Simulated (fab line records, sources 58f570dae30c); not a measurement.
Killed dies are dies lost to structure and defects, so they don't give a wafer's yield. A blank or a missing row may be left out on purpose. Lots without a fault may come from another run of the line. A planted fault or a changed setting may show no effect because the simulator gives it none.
Problem report in the 8D (eight disciplines) form, filled by code | flow berkeley_cmos170 | the parts of the form that need people (team, actions taken, sign-off) are left out

1. THE PROBLEM
strip_time_to_endpoint_s at UCB170_V2_STRIP_15 reads a mean of 13.41 s on 1 wafer of 1 lot; wafers without a fault read 15.36 s with a standard deviation of 0.16. That is -12 standard deviations from the usual mean.
The step: strips in O2.
First seen on wafer L704.1, day 9 22:56, on plasma_asher-04. The record holds 39 wafers of 13 lots with a number at this step. Rule for "out", or "out of limits": more than 4 standard deviations from the usual mean. The other wafers with a number count as sound.

2. WHAT IT IS AND WHAT IT IS NOT
question                    | is                       | is not
which readings at this step | strip_time_to_endpoint_s | drypump_motor_current_A
which lots                  | L704                     | L694, L695, L696, L697, L698, L702, L709, L710, L711, L713, L714, L715
which wafers of those lots  | L704.1                   | L704.3, L704.4
read on which tools         | plasma_asher-04          | plasma_asher-01, plasma_asher-03
when                        | from day 9 22:56         | up to then (20 sound wafers); but 18 sound wafers of L709, L710, L711, L713, L714, L715 came after

3. SUSPECTS, AND WHAT RULES EACH OUT
Counting: a tool at a process step up to the reading stays a suspect if it ran every lot that is out. Sound lots after the first of them don't rule it out here, since some wafers of a struck lot are sound.
- rie_diel-04 at UCB170_M2_ETCH_17 (etches BARC in N2/H2): kept. It ran the lot that is out, L704 (day 9 19:59); its last sound lot up to then is L702 (day 9 11:04).
- rie_diel-03 at UCB170_V2_ETCH_14 (etches SiO2 in CHF3/CF4/Ar, stops on Al, target depth 1250 nm, time 291 s): kept. It ran the lot that is out, L704 (day 9 22:46); its last sound lot up to then is L698 (day 8 17:18).
- plasma_asher-04 at UCB170_V2_STRIP_15 (strips in O2): kept. It ran the lot that is out, L704 (day 9 22:56); its last sound lot up to then is L702 (day 9 14:32). Its own readings are out on those wafers: strip_time_to_endpoint_s.
- Within rie_diel-04 at UCB170_M2_ETCH_17: the wafers that are out ran in chamber 0; their sound lot-mates ran in chambers 1, 2.
- Within rie_diel-03 at UCB170_V2_ETCH_14: the wafers that are out ran in chamber 1; their sound lot-mates ran in chambers 0, 2.
Left after counting: rie_diel-04 at UCB170_M2_ETCH_17, rie_diel-03 at UCB170_V2_ETCH_14, plasma_asher-04 at UCB170_V2_STRIP_15.

4. THE CAUSE (what the simulator had put in)
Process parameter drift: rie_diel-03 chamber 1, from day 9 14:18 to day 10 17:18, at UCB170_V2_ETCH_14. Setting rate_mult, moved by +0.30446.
Counting left 3 suspects, and this tool is among them.

5. THE CHAIN OF EFFECTS, in route order
Each row: a reading whose mean over the struck wafers that have a number lies more than 3 standard deviations from the usual. Only readings for which the record gives a usual standard deviation are gone through. hours: the time from each lot's start at the first step in this table that gives one to its start at this step, as a median over the lots. sigmas: the change in usual standard deviations.
hours | step               | reading                  | usual   | on struck wafers | change | sigmas
0     | UCB170_V2_STRIP_15 | strip_time_to_endpoint_s | 15.36 s | 13.41            | -1.95  | -12
The process steps in it:
- UCB170_V2_STRIP_15: strips in O2.

6. WHAT WOULD HAVE CAUGHT IT SOONER
In this record the first reading out of limits was taken at day 9 22:56, 9 hours after the fault began at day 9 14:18.
Of the tool readings at UCB170_V2_ETCH_14 for which the record gives a usual standard deviation, none was out on any struck wafer, so an alarm limit of 4 standard deviations on them would not have fired.
All the lots that are out (1) had begun UCB170_V2_ETCH_14 on rie_diel-03 by day 9 22:56. A hold on the tool at that time would have spared none of them.
